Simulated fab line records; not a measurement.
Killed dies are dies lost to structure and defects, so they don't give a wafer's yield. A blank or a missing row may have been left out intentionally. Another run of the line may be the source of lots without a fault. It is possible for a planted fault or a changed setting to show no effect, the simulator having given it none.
8D (eight disciplines) problem report, filled in by code | flow rit-cmos | the parts of the form that need people (team, actions taken, sign-off) are left out

## 1. WHAT IS WRONG
Wafers free of any fault read 2337 (standard deviation 10) for PLDD_TW at RIT_PLDD_TW_MEAS_10, against a mean of 2213 on 9 wafers of 3 lots. That puts it -12 standard deviations away from the usual mean.
First observed at day 6 20:33: wafer L818.1, on film-metro-01. The record has a number at this step for 45 wafers belonging to 15 lots. Rule for "out" (also "out of limits"): further than 4 standard deviations from the usual mean. All remaining wafers that have a number are taken as sound.

## 2. WHAT IT IS, WHAT IT ISN'T
question                    | is                                          | is not
which readings at this step | PLDD_TW                                     | -
which lots                  | L818, L820, L821                            | L803, L804, L805, L806, L808, L809, L811, L812, L813, L814, L817, L822
which wafers of those lots  | all that have a number                      | -
read on which gauges        | film-metro-01, film-metro-02, film-metro-03 | -
when                        | from day 6 20:33                            | up to then (33 sound wafers); but 3 sound wafers of L822 came after

## 3. SUSPECTS, AND WHAT RULES EACH OUT
Counting: a tool at a process step up to the reading stays a suspect if it ran every lot that is out and no sound lot after the first of them.
- the gauge at RIT_PLDD_TW_MEAS_10 has been ruled out. Those wafers that are out were read across 3 gauges (film-metro-01, film-metro-02, film-metro-03).
- implanter-03 at RIT_PLDD_IMPLANT_08: kept. It ran every lot that is out, first L818 (day 6 20:13), and no sound lot after that; its last sound lot up to then is L814 (day 6 04:13). Its own readings are out on those wafers: beam-energy-keV.
Left after counting: implanter-03 at RIT_PLDD_IMPLANT_08.

## 4. THE CAUSE (what the simulator had put in)
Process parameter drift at RIT_PLDD_IMPLANT_08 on implanter-03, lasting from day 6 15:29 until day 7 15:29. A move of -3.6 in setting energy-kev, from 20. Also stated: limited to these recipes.
Only this tool survived the counting.

## 5. THE EFFECT CHAIN, in route order
Each row: a reading whose mean over the struck wafers that have a number lies more than 3 standard deviations from the usual. Scope: only readings with a usual standard deviation given in the record; hours: median across lots of the time from each lot's start at the first step in this table that gives one to its start at this step; sigmas: change in usual standard deviations.
hours | step                    | reading         | usual        | on struck wafers | change | sigmas
0     | RIT_PLDD_IMPLANT_08     | beam-energy-keV | 19.999       | 16.395           | -3.604 | -99 or more
0     | RIT_PLDD_TW_MEAS_10     | PLDD_TW         | 2337         | 2213             | -124   | -12
8     | RIT_SDANNEAL_RS_MEAS_06 | PLDD_RS         | 178.7 ohm/sq | 191.9            | +13.2  | +25
Here are the process steps it includes:
- RIT_PLDD_IMPLANT_08

## 6. HOW IT WOULD HAVE BEEN CAUGHT EARLIER
The first out-of-limits reading at a measuring or inspecting step in this record came at day 6 20:33, 5 hours after the fault's start at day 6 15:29.
Tool's own readings at RIT_PLDD_IMPLANT_08, beam-energy-keV: out on all struck wafers the step has rows for; an alarm limit on them would have tripped on the first.
Among the 3 lots that are out, L820, L821 began RIT_PLDD_IMPLANT_08 on implanter-03 after day 6 20:33. A hold on the tool at that time would have spared those 2.
